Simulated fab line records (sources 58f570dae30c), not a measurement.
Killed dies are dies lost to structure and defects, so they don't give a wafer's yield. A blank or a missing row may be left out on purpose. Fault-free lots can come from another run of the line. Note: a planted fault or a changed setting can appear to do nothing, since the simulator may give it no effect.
Struck lot and sound lot, side by side / flow berkeley_cmos170 / 24 out of 331 route steps
Sound: these wafers, L402.1, L402.4, L402.6. Struck: wafers L414.1, L414.4, L414.6. The cause comes at the end.
Each step with rows lists, per side, the tool, then ch with its chambers, then its first start. Under that, the readings that differ: sound wafers / struck wafers / difference of the means / sigmas: that difference in standard deviations of wafers without a fault.
alike: same words and numbers on both sides, and readings whose means sit less than 2 such deviations apart. not compared: any withheld reading, any reading some wafer has no value for, any bound like >300 that may hide the same value, and any number with overlapping values for which the record gives no deviation.
The two part at a step that has a row with sigmas, a row that says differs or no value, or rows on one side only. Numbers that have no deviation but don't overlap get no sigmas and don't part them. A reading missing from all wafers of one side parts the sides only when that side holds two or more wafers.

first, 6 steps without rows for these wafers: UCB170_ZERO_HMDS_00 (prime time 60 s); UCB170_ZERO_COAT_01 (resist thk 900 nm); UCB170_ZERO_SOFTBAKE_02 (time 60 s); UCB170_ZERO_EXPOSE_03 (exposes mask PM MARKS, target cd 4000 nm); UCB170_ZERO_PEB_04; UCB170_ZERO_DEVELOP_05 (develop time 45 s).
UCB170_ZERO_ETCH_06: etches SiO2 in CHF3/CF4/Ar, time 12 s.
  sound on rie_diel-04 ch 1,2,3, day 3 18:37; struck on rie_diel-03 ch 2,3, day 6 04:48
  alike: cf4_flow_sccm, drypump_motor_current_A, mfc_ar_sccm, oes_product_au, throttle_valve_pct
  not compared: rf_hours_counter_h
UCB170_ZERO_STRIP_07: strips in O2.
  sound on plasma_asher-01 ch 0,1, day 3 18:38; struck on plasma_asher-02 ch 0,1, day 6 04:49
  alike: drypump_motor_current_A, oes_product_au, strip_time_to_endpoint_s
  not compared: rf_hours_counter_h
then, 2 steps without rows for these wafers: UCB170_NWELL_WET_ETCH_00 (etches SiO2 in dHF, time 200 s); UCB170_NWELL_OXIDATION_01 (target thk 26.4 nm, ox time 1260 s).
UCB170_NWELL_THK_MEAS_02:
  sound on film_metro-04 at day 4 00:34; struck on film_metro-04 at day 6 08:55
  alike: NWELL_OXIDE_THK
then, 1 step without rows for these wafers: UCB170_NWELL_ANNEAL_03 (time 900 s).
UCB170_NWELL_CVD_04: deposits Si3N4 from SiH2Cl2/NH3, target thk 224 nm, time 3360 s.
  sound on lpcvd-02 ch 0, day 4 06:25; struck on lpcvd-01 ch 1, day 6 13:37
reading=spike_tc_load_C (C); sound=821 822 820; struck=831 831 830; difference=+10; sigmas=+3
  alike: pressure_mtorr, zone_power_source_pct
UCB170_NWELL_THK_MEAS_05:
  sound on film_metro-03 at day 4 08:21; struck on film_metro-02 at day 6 15:32
reading=NWELL_NITRIDE_THK (nm); sound=222.7 221.2 222.0; struck=200.5 200.7 201.3; difference=-21.1; sigmas=-9
then, 6 steps without rows for these wafers: UCB170_NWELL_HMDS_06 (prime time 60 s); UCB170_NWELL_COAT_07 (resist thk 900 nm); UCB170_NWELL_SOFTBAKE_08 (time 60 s); UCB170_NWELL_EXPOSE_09 (exposes mask NWELL, target cd 3000 nm); UCB170_NWELL_PEB_10; UCB170_NWELL_DEVELOP_11 (develop time 45 s).
UCB170_NWELL_OVL_MEAS_12:
  sound on overlay-01 at day 4 09:52; struck on overlay-02 at day 6 17:03
  alike: NWELL_OVL
UCB170_NWELL_ETCH_13: etches Si3N4 in CH3F/Ar/O2, stops on SiO2, target depth 246.4 nm, time 154 s.
  sound on rie_diel-02 ch 0,1,2, day 4 09:53; struck on rie_diel-02 ch 2,3, day 6 17:05
reading=oes_product_au (a.u.); sound=0.953 0.921 0.929; struck=0.874 0.878 0.884; difference=-0.056; sigmas=-4
  alike: drypump_motor_current_A, mfc_ar_sccm, throttle_valve_pct
  not compared: rf_hours_counter_h
then, 2 steps without rows for these wafers: UCB170_NWELL_IMPLANT_14; UCB170_M3_PROBE_99.

WHERE THEY PART
Last at UCB170_NWELL_ETCH_13 as far as this record goes, first at UCB170_NWELL_CVD_04.

WHY: what the simulator had put in
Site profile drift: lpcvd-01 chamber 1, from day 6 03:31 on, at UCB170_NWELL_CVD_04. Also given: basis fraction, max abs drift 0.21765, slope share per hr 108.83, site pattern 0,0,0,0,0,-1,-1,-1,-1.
